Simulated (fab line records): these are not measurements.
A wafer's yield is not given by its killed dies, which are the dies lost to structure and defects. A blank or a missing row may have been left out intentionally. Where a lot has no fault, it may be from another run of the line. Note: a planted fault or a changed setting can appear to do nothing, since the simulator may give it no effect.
2 desks looking at one fault -- flow berkeley-cmos170 -- each desk has only its own numbers; what lay behind them comes last

## FROM THE METROLOGY DESK
What the gauges read for every lot (on any tool): the sampled wafers with a number, averaged. A lot is out of limits, marked OUT, if its mean lies more than 4 standard deviations from the usual mean; the brackets give that distance.
Columns: A = NLDD_OVL at UCB170_NLDD_OVL_MEAS_07, usual -2 nm; B = cd-nm at UCB170_M1_CD_MEAS_90, usual 700.6 nm; C = M2_AL_RS at UCB170_M2_RS_MEAS_02, usual 0.0323 ohm/sq
lot,first seen here,A,B,C
L554,day 5 19:19,-9,701.6,0.0321
L555,day 6 05:33,3,700.2,0.0323
L556,day 6 19:13,-11,701.8,0.0325
L559,day 7 03:02,-6,700.9,0.0322
L560,day 7 03:33,2,702.5,0.0323
L561,day 7 03:49,0,701.9,0.0320
L563,day 7 19:19,-7,704.4,0.0326
L564,day 8 02:46,-3,702.1,0.0325
L566,day 8 11:12,3,701.8,0.0321
L571,day 9 21:10,2,702.2,0.0324
L570,day 9 21:33,-4,687.1 (-6.8) OUT,0.0324
L573,day 10 01:32,9,690.3 (-5.2) OUT,0.0319
L576,day 10 19:58,-1,698.8,0.0322
L577,day 11 13:55,-3,698.7,0.0329
This desk finds L570, L573 out of limits, L570 being first, at day 10 16:55 (cd-nm at UCB170_M1_CD_MEAS_90). L554, L555, L556, L559, L560, L561, L563, L564, L566, L571, L576, L577: within limits.

## AT THE TOOL OWNER'S DESK: rie-metal-02
The tool's own readings at UCB170_M1_METAL_ETCH_12 (etches Al in Cl2/BCl3, stops on PSG, target depth 780 nm, time 130 s): means of the sampled wafers that have a number, for each lot that ran on this tool. A lot is out of limits, marked OUT, if its mean lies more than 4 standard deviations from the usual mean; the brackets give that distance.
Columns: A = drypump-motor-current-A at UCB170_M1_METAL_ETCH_12, usual 5.5 A; B = oes-product-au at UCB170_M1_METAL_ETCH_12, usual 0.847 a.u.; C = throttle-valve-pct at UCB170_M1_METAL_ETCH_12, usual 24.42 %
lot,first seen here,A,B,C
L555,day 6 22:11,5.7,0.862,24.58
L559,day 7 20:02,5.7,0.854,24.58
L561,day 7 21:37,5.6,0.866,24.50
L563,day 8 13:48,5.6,0.862,24.50
L566,day 9 05:51,5.7,0.849,24.59
L570,day 10 16:41,5.7,0.855,24.64
L573,day 10 20:11,5.7,0.857,24.57
This desk's verdict: no lot among the 7 shows anything out of limits.

## PUT TOGETHER
Metrology desk: alarm possible at day 10 16:55 on L570, L573.
Nothing out of limits was seen by the tool owner's desk.
Tool owner's desk: L570, L573 on record, inside its limits.
On rie-metal-02, each named lot ran UCB170_M1_METAL_ETCH_12.

## WHAT THE SIMULATOR HAD INSERTED
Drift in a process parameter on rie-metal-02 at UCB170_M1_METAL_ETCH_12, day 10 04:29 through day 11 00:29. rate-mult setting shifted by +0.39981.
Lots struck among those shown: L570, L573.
Per desk, hours elapsed from the start of the fault to the first reading out of limits: for the metrology desk, 12.
